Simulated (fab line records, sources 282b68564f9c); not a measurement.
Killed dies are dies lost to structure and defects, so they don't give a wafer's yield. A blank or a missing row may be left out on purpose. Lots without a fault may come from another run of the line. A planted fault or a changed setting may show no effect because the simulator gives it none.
fab line records | flow rit_cmos
record lots=5 wafers=15 last_day=7
route steps=202 shown PWELL@44 WELLDRIVE@50 NWELL@51 NRETRO@53 PRETRO@64 GATE@75 M1@202
lots that met no fault: from a run of the same line without faults
start_h: hours from the record's first day to the start of the lot's first wafer shown | wait_h: hours since the lot's step before | " the same as in the row above | L1.1+2: a row that stands for several wafers | - no value, or no start given | * or withheld: withheld | < > ~ a bound
route shown NAME@n: a module of which the file shows steps, and the number in the route of the first | usual: mean/standard deviation of fault-free wafers | same: alike in all rows | chamber/n: place in a boat | sites: the reading at each site | _std_site: their standard deviation | _edge_site: outer sites' mean less inner sites' | radius_mm: how far each site lies from the wafer's centre | mask NAME#n: copy n | behind: the tool/chamber that last shaped the wafer | hold: why the lot was held/for how many hours/how that ended | device: the transistor (n, p or np) that didn't switch | end of line: the same wafers' tests at the end of the route | a step without rows: its recipe alone | killed: dies lost to structure and defects at the first sort, not the wafer's yield | map: a wafer's dies, x killed, . not, _ none there
set.NAME: the setting as run; set.NAME@STEP: as run at that earlier step | model.NAME: the simulator's own value behind a step, which no gauge read
lots at some steps of the route; a table a step, a row a wafer
services: from which hour (start_h, from the record's first day; less than 0 if before it) a tool's chamber was out of use, for how many hours, and why
## steps
# step RIT_PWELL_DEVELOP_05
# recipe resist=NOVOLAK develop_time_s=68 dev_temp_c=23
# step RIT_PWELL_OVL_MEAS_06
# usual PWELL_OVL=0.0/1.4
# columns lot.wafer tool chamber start_h wait_h PWELL_OVL[nm]
L149.1 overlay-02 - 58.98 - -0.8
L149.2 " - " " -1.9
L149.5 " - " " -1.7
L150.1 overlay-02 - 62.61 - -1.2
L150.4 " - " " -1.1
L150.5 " - " " 0.0
L159.3 overlay-02 - 107.69 - -2.0
L159.4 " - " " -0.8
L159.5 " - " " -2.1
L160.1 overlay-01 - 114.03 - 0.8
L160.3 " - " " 0.0
L160.5 " - " " 0.3
L164.1 overlay-01 - 132.99 - 0.7
L164.3 " - " " 0.5
L164.6 " - " " 0.0
# step RIT_PWELL_HARDBAKE_07
# recipe resist=NOVOLAK temp_c=140 time_s=120
# step RIT_PWELL_IMPLANT_08
# recipe species=B energy_kev=170 dose_cm2=7e+13 tilt_deg=7
# step RIT_PWELL_STRIP_09
# recipe chemistry=O2 time_s=180 resist=NOVOLAK platen_temp_c=withheld power_w=500 pressure_mtorr=4000 o2_flow_sccm=3934
# usual chamber_pressure_mTorr=4001/3.4 drypump_motor_current_A=5.3/0.45
# columns lot.wafer tool chamber start_h wait_h chamber_pressure_mTorr drypump_motor_current_A rf_hours_counter_h
L149.1 plasma_asher-03 1 59.42 0.1 4002 5.9 45
L149.2 " 0 " " 4005 5.0 45
L149.5 " 1 " " 4005 5.9 -
L150.1 plasma_asher-01 1 63.04 0.1 3999 4.8 43
L150.4 " 0 " " 3997 5.4 -
L150.5 " 1 " " 3998 4.8 -
L159.3 plasma_asher-01 1 108.17 0.1 4004 4.8 -
L159.4 " 0 " " 4006 5.4 -
L159.5 " 1 " " 4004 4.8 -
L160.1 plasma_asher-03 1 114.47 0.1 4001 5.9 50
L160.3 " 0 " " 3999 4.9 -
L160.5 " 1 " " 4002 5.9 -
L164.1 plasma_asher-03 0 133.43 0.1 3999 4.9 52
L164.3 " 1 " " 4000 5.9 -
L164.6 " 0 " " 3999 4.9 -
# step RIT_PWELL_TW_MEAS_10
# usual PWELL_TW=946/9.8
# columns lot.wafer tool chamber start_h wait_h PWELL_TW
L149.1 film_metro-02 - 59.59 0.1 951
L149.2 " - " " 954
L149.5 " - " " 952
L150.1 film_metro-02 - 63.22 0.1 948
L150.4 " - " " 947
L150.5 " - " " 943
L159.3 film_metro-01 - 108.31 0.1 936
L159.4 " - " " 934
L159.5 " - " " 933
L160.1 film_metro-02 - 114.64 0.1 950
L160.3 " - " " 951
L160.5 " - " " 945
L164.1 film_metro-02 - 133.60 0.1 947
L164.3 " - " " 944
L164.6 " - " " 947
# step RIT_WELLDRIVE_ANNEAL_00
# recipe temp_c=1100 time_s=14700 ambient=N2
# step RIT_WELLDRIVE_RS_MEAS_01
# recipe thk_meas_gauge=four-point-probe
# usual NWELL_RS=275.4/0.82
# columns lot.wafer tool chamber start_h wait_h NWELL_RS[ohm/sq]
L149.1 film_metro-01 - 64.80 0.0 275.4
L149.2 " - " " 275.0
L149.5 " - " " 276.3
L150.1 film_metro-02 - 69.61 0.0 275.2
L150.4 " - " " 275.6
L150.5 " - " " 275.6
L159.3 film_metro-01 - 114.05 0.0 275.0
L159.4 " - " " 275.3
L159.5 " - " " 275.6
L160.1 film_metro-01 - 119.78 0.0 275.8
L160.3 " - " " 275.6
L160.5 " - " " 275.8
L164.1 film_metro-02 - 139.33 0.0 275.3
L164.3 " - " " 275.6
L164.6 " - " " 274.9
# step RIT_WELLDRIVE_RS_MEAS_02
# recipe thk_meas_gauge=four-point-probe
# usual PWELL_RS=429.1/1.3
# columns lot.wafer tool chamber start_h wait_h PWELL_RS[ohm/sq]
L149.1 film_metro-01 - 64.92 0.1 428.6
L149.2 " - " " 428.7
L149.5 " - " " 429.1
L150.1 film_metro-02 - 69.73 0.1 428.4
L150.4 " - " " 429.6
L150.5 " - " " 428.7
L159.3 film_metro-01 - 114.17 0.1 429.7
L159.4 " - " " 430.4
L159.5 " - " " 431.8
L160.1 film_metro-01 - 119.90 0.1 429.9
L160.3 " - " " 428.9
L160.5 " - " " 428.8
L164.1 film_metro-02 - 139.45 0.1 432.3
L164.3 " - " " 431.2
L164.6 " - " " 431.1
# step RIT_NRETRO_HMDS_00
# recipe prime_time_s=60 prime_temp_c=140
# step RIT_NRETRO_COAT_01
# recipe resist=NOVOLAK spin_rpm=2000 resist_thk_nm=1300
# step RIT_NRETRO_SOFTBAKE_02
# recipe resist=NOVOLAK temp_c=90 time_s=60
# step RIT_NRETRO_EXPOSE_03
# recipe mask_id=M4 na=0.57 target_cd_nm=43900 dose_mj=250
# columns lot.wafer tool chamber start_h wait_h mask
L149.1+2+5 iline_stepper-02 0 65.49 0.1 M4#0
L150.1+4+5 iline_stepper-01 0 70.48 0.3 M5#0
L159.3+4+5 iline_stepper-01 0 114.86 0.2 M4#0
L160.1+3+5 iline_stepper-02 0 120.60 0.2 M4#0
L164.1+3+6 iline_stepper-01 0 140.02 0.1 M4#0
# step RIT_NRETRO_PEB_04
# recipe resist=NOVOLAK temp_c=withheld time_s=withheld
# step RIT_NRETRO_DEVELOP_05
# recipe resist=NOVOLAK develop_time_s=68 dev_temp_c=23
# step RIT_NRETRO_OVL_MEAS_06
# usual NRETRO_OVL=-1.4/1.1
# columns lot.wafer tool chamber start_h wait_h NRETRO_OVL[nm]
L149.1 overlay-02 - 65.92 - -0.3
L149.2 " - " " -0.8
L149.5 " - " " -2.0
L150.1 overlay-01 - 70.91 - -
L150.4 " - " " -
L150.5 " - " " -
L159.3 overlay-02 - 115.52 - -0.9
L159.4 " - " " 0.3
L159.5 " - " " -1.0
L160.1 overlay-01 - 121.03 - -2.9
L160.3 " - " " -2.8
L160.5 " - " " -2.6
L164.1 overlay-02 - 140.45 - -1.4
L164.3 " - " " -0.9
L164.6 " - " " -1.3
# step RIT_NRETRO_HARDBAKE_07
# recipe resist=NOVOLAK temp_c=140 time_s=120
# step RIT_NRETRO_IMPLANT_08
# recipe species=P energy_kev=70 dose_cm2=9.825e+12 tilt_deg=7
# step RIT_NRETRO_STRIP_09
# recipe chemistry=O2 time_s=180 resist=NOVOLAK platen_temp_c=withheld power_w=500 pressure_mtorr=4000 o2_flow_sccm=4000
# usual chamber_pressure_mTorr=4000/3.6 drypump_motor_current_A=5.5/0.42
# columns lot.wafer tool chamber start_h wait_h chamber_pressure_mTorr drypump_motor_current_A rf_hours_counter_h
L149.1 plasma_asher-02 0 66.35 0.1 3993 5.9 41
L149.2 " 1 " " 3997 6.0 41
L149.5 " 1 " " 4001 6.0 -
L150.1 plasma_asher-01 1 71.35 0.1 4000 4.8 45
L150.4 " 1 " " 4000 4.8 -
L150.5 " 1 " " 4004 4.8 -
L159.3 plasma_asher-01 0 116.00 0.1 4002 5.4 -
L159.4 " 1 " " 4003 4.8 -
L159.5 " 0 " " 3999 5.4 -
L160.1 plasma_asher-04 0 121.47 0.1 3999 5.6 28
L160.3 " 0 " " 4000 5.6 -
L160.5 " 1 " " 4002 5.5 -
L164.1 plasma_asher-01 0 140.89 0.1 4000 5.4 54
L164.3 " 0 " " 4001 5.4 -
L164.6 " 1 " " 3998 4.8 -
# step RIT_NRETRO_TW_MEAS_10
# usual NRETRO_TW=1047/7.6
# columns lot.wafer tool chamber start_h wait_h NRETRO_TW
L149.1 film_metro-02 - 66.53 0.1 1040
L149.2 " - " " 1043
L149.5 " - " " 1041
L150.1 film_metro-02 - 71.52 0.1 30
L150.4 " - " " 30
L150.5 " - " " 30
L159.3 film_metro-04 - 116.14 0.1 1047
L159.4 " - " " 1054
L159.5 " - " " 1044
L160.1 film_metro-02 - 121.64 0.1 1034
L160.3 " - " " 1042
L160.5 " - " " 1035
L164.1 film_metro-04 - 141.06 0.1 1067
L164.3 " - " " 1064
L164.6 " - " " 1062
# step RIT_PRETRO_HMDS_00
# recipe prime_time_s=60 prime_temp_c=140
# step RIT_PRETRO_COAT_01
# recipe resist=NOVOLAK spin_rpm=2000 resist_thk_nm=1300
# step RIT_PRETRO_SOFTBAKE_02
# recipe resist=NOVOLAK temp_c=90 time_s=60
# step RIT_PRETRO_EXPOSE_03
# recipe mask_id=M5 na=0.57 target_cd_nm=43700 dose_mj=250
# step RIT_PRETRO_PEB_04
# recipe resist=NOVOLAK temp_c=withheld time_s=withheld
# step RIT_PRETRO_DEVELOP_05
# recipe resist=NOVOLAK develop_time_s=68 dev_temp_c=23
# step RIT_PRETRO_OVL_MEAS_06
# usual PRETRO_OVL=-0.9/1.3
# columns lot.wafer tool chamber start_h wait_h PRETRO_OVL[nm]
L149.1 overlay-01 - 67.47 - 0.2
L149.2 " - " " -1.1
L149.5 " - " " -1.0
L150.1 overlay-01 - 72.59 - -0.6
L150.4 " - " " 1.9
L150.5 " - " " 0.5
L159.3 overlay-01 - 117.19 - 0.4
L159.4 " - " " -1.5
L159.5 " - " " 0.1
L160.1 overlay-02 - 122.71 - -1.2
L160.3 " - " " -2.2
L160.5 " - " " -1.3
L164.1 overlay-02 - 142.13 - -2.6
L164.3 " - " " -2.5
L164.6 " - " " -3.2
# step RIT_PRETRO_HARDBAKE_07
# recipe resist=NOVOLAK temp_c=140 time_s=120
# step RIT_PRETRO_IMPLANT_08
# recipe species=B energy_kev=45 dose_cm2=1.2e+13 tilt_deg=7
# step RIT_PRETRO_STRIP_09
# recipe chemistry=O2 time_s=180 resist=NOVOLAK platen_temp_c=withheld power_w=491.1 pressure_mtorr=4000 o2_flow_sccm=4000
# usual chamber_pressure_mTorr=4000/3.7 drypump_motor_current_A=5.6/0.38
# columns lot.wafer tool chamber start_h wait_h chamber_pressure_mTorr drypump_motor_current_A rf_hours_counter_h
L149.1 plasma_asher-02 1 67.90 0.1 4003 6.0 41
L149.2 " 0 " " 3998 5.9 41
L149.5 " 1 " " 4000 6.0 -
L150.1 plasma_asher-02 1 73.02 0.1 3994 6.0 42
L150.4 " 1 " " 3996 6.0 -
L150.5 " 1 " " 4002 6.0 -
L159.3 plasma_asher-04 0 117.68 0.1 3997 5.6 -
L159.4 " 1 " " 4003 5.5 -
L159.5 " 0 " " 3998 5.6 -
L160.1 plasma_asher-03 1 123.14 0.1 3999 6.0 51
L160.3 " 0 " " 3999 4.9 -
L160.5 " 1 " " 3999 6.0 -
L164.1 plasma_asher-04 0 142.56 0.1 4000 5.5 30
L164.3 " 0 " " 3998 5.6 -
L164.6 " 1 " " 3998 5.5 -
# step RIT_PRETRO_TW_MEAS_10
# usual PRETRO_TW=474/5
# columns lot.wafer tool chamber start_h wait_h PRETRO_TW
L149.1 film_metro-02 - 68.08 0.1 472
L149.2 " - " " 475
L149.5 " - " " 471
L150.1 film_metro-02 - 73.20 0.1 1063
L150.4 " - " " 1060
L150.5 " - " " 1064
L159.3 film_metro-02 - 117.81 0.1 472
L159.4 " - " " 477
L159.5 " - " " 475
L160.1 film_metro-02 - 123.32 0.1 470
L160.3 " - " " 472
L160.5 " - " " 473
L164.1 film_metro-03 - 142.74 0.1 481
L164.3 " - " " 476
L164.6 " - " " 476
# step RIT_GATE_WET_ETCH_00
# recipe chemistry=BOE target=SiO2 target_depth_nm=56 time_s=60 dry=n2_spin dilution=10:1 temp_c=21.5
# step RIT_M1_PROBE_99
# usual killed_at_contacts=0.0/0.2 killed_at_front_end=6.6/2.9 killed_dies=6.6/3 killed_on_rim=1.7/1.4 killed_open=3.4/2 killed_short=3.2/2
# same gross_dies=264 killed_at_M0_to_M3=0 killed_at_M4_up=0 killed_at_back_side=0 killed_at_other=0
# columns lot.wafer tool chamber start_h wait_h killed_at_contacts killed_at_front_end killed_dies killed_on_rim killed_open killed_short
L149.1 prober-01 - 94.04 0.1 0 4 4 0 2 2
L149.2 prober-01 - 94.09 0.1 0 6 6 2 3 3
L149.5 prober-01 - 94.24 0.2 0 8 8 3 4 4
L150.1 prober-02 - 99.45 0.1 0 264 264 70 4 3
L150.4 prober-02 - 99.60 0.2 1 263 264 70 7 4
L150.5 prober-02 - 99.65 0.2 0 264 264 70 6 7
# killed by level:class
L149.1 SPACER:geometric_particle:open=2 FOX2:geometric_particle:short=1 SPACER:geometric_particle:short=1
L149.2 SILICIDE:geometric_particle:open=3 SPACER:geometric_particle:short=2 SILICIDE:geometric_particle:short=1
L149.5 REOX:geometric_particle:open=3 SPACER:geometric_particle:short=2 FOX2:geometric_particle:short=1 GATE:geometric_particle:short=1 SILICIDE:geometric_particle:open=1
L150.1 NRETRO:area_expose=257 GATE:geometric_particle:open=2 REOX:geometric_particle:short=2 FOX1:geometric_particle:open=1 FOX2:geometric_particle:short=1 SILICIDE:geometric_particle:open=1
L150.4 NRETRO:area_expose=253 REOX:geometric_particle:open=2 REOX:geometric_particle:short=2 FOX1:geometric_particle:open=1 GATE:geometric_particle:open=1 GATE:geometric_particle:short=1 SPACER:geometric_particle:open=1 SILICIDE:geometric_particle:open=1
L150.5 NRETRO:area_expose=251 GATE:geometric_particle:short=3 REOX:geometric_particle:short=3 SILICIDE:geometric_particle:open=3 GATE:geometric_particle:open=2 FOX1:geometric_particle:open=1 FOX1:geometric_particle:short=1
# map L150.1 (x killed, . not)
________xxxxxxx_______
_____xxxxxxxxxxxxx____
____xxxxxxxxxxxxxxx___
___xxxxxxxxxxxxxxxxx__
__xxxxxxxxxxxxxxxxxxx_
__xxxxxxxxxxxxxxxxxxx_
_xxxxxxxxxxxxxxxxxxxxx
_xxxxxxxxxxxxxxxxxxxxx
_xxxxxxxxxxxxxxxxxxxxx
_xxxxxxxxxxxxxxxxxxxxx
__xxxxxxxxxxxxxxxxxxx_
__xxxxxxxxxxxxxxxxxxx_
___xxxxxxxxxxxxxxxxx__
____xxxxxxxxxxxxxxx___
_____xxxxxxxxxxxxx____
________xxxxxxx_______
# map L164.3 (x killed, . not)
________......._______
_____.............____
____............x..___
___.................__
__........x........x._
__........x.x........_
_.....................
_...........x.........
_....x................
_x....................
__..................._
__..................._
___.................__
____.....x.........___
_____.............____
________......._______
## services
# columns tool chamber start_h hours kind
plasma_asher-02 - 43.47 2.2 repair
plasma_asher-03 - 68.20 8.0 repair
plasma_asher-04 - 69.16 10.0 pm
iline_stepper-01 - 75.87 4.3 pm
plasma_asher-01 - 90.33 1.3 repair
plasma_asher-04 - 95.39 2.0 repair
plasma_asher-02 - 108.75 9.0 pm
plasma_asher-02 0 108.75 9.0 vent_cycle
plasma_asher-02 1 108.75 9.0 vent_cycle
plasma_asher-02 0 117.75 - clean
plasma_asher-02 1 117.75 - clean
plasma_asher-02 - 135.05 4.4 repair
iline_stepper-02 - 139.38 1.7 pm
## key
first_sign step=RIT_NRETRO_EXPOSE_03 reading=mask direction=changed
effect step=RIT_NRETRO_OVL_MEAS_06 reading=NRETRO_OVL direction=missing
effect step=RIT_NRETRO_TW_MEAS_10 reading=NRETRO_TW direction=down sigmas=99+ usual=1047 struck=30
effect step=RIT_PRETRO_TW_MEAS_10 reading=PRETRO_TW direction=up sigmas=99+ usual=474 struck=1062
effect step=RIT_M1_PROBE_99 reading=killed_at_front_end direction=up sigmas=87 usual=6.6 struck=263.7
more_kills_born_at RIT_NRETRO_EXPOSE_03@iline_stepper-01=761
met_at RIT_NRETRO_EXPOSE_03
struck_wafers L150.1,L150.4,L150.5
tester_left_out L150
fault kind=wrong_mask tool=any chamber=- onset_h=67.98 steps=RIT_NRETRO_EXPOSE_03 aux_copy=M5#0 scope=struck_lots_only
# tester_left_out: of these lots the tester's yield and bins aren't shown, on N5 and GAA mostly nor the transistor test; their killed dies are dies lost to structure and defects alone, not to doping, threshold or leakage, so they don't give the yield
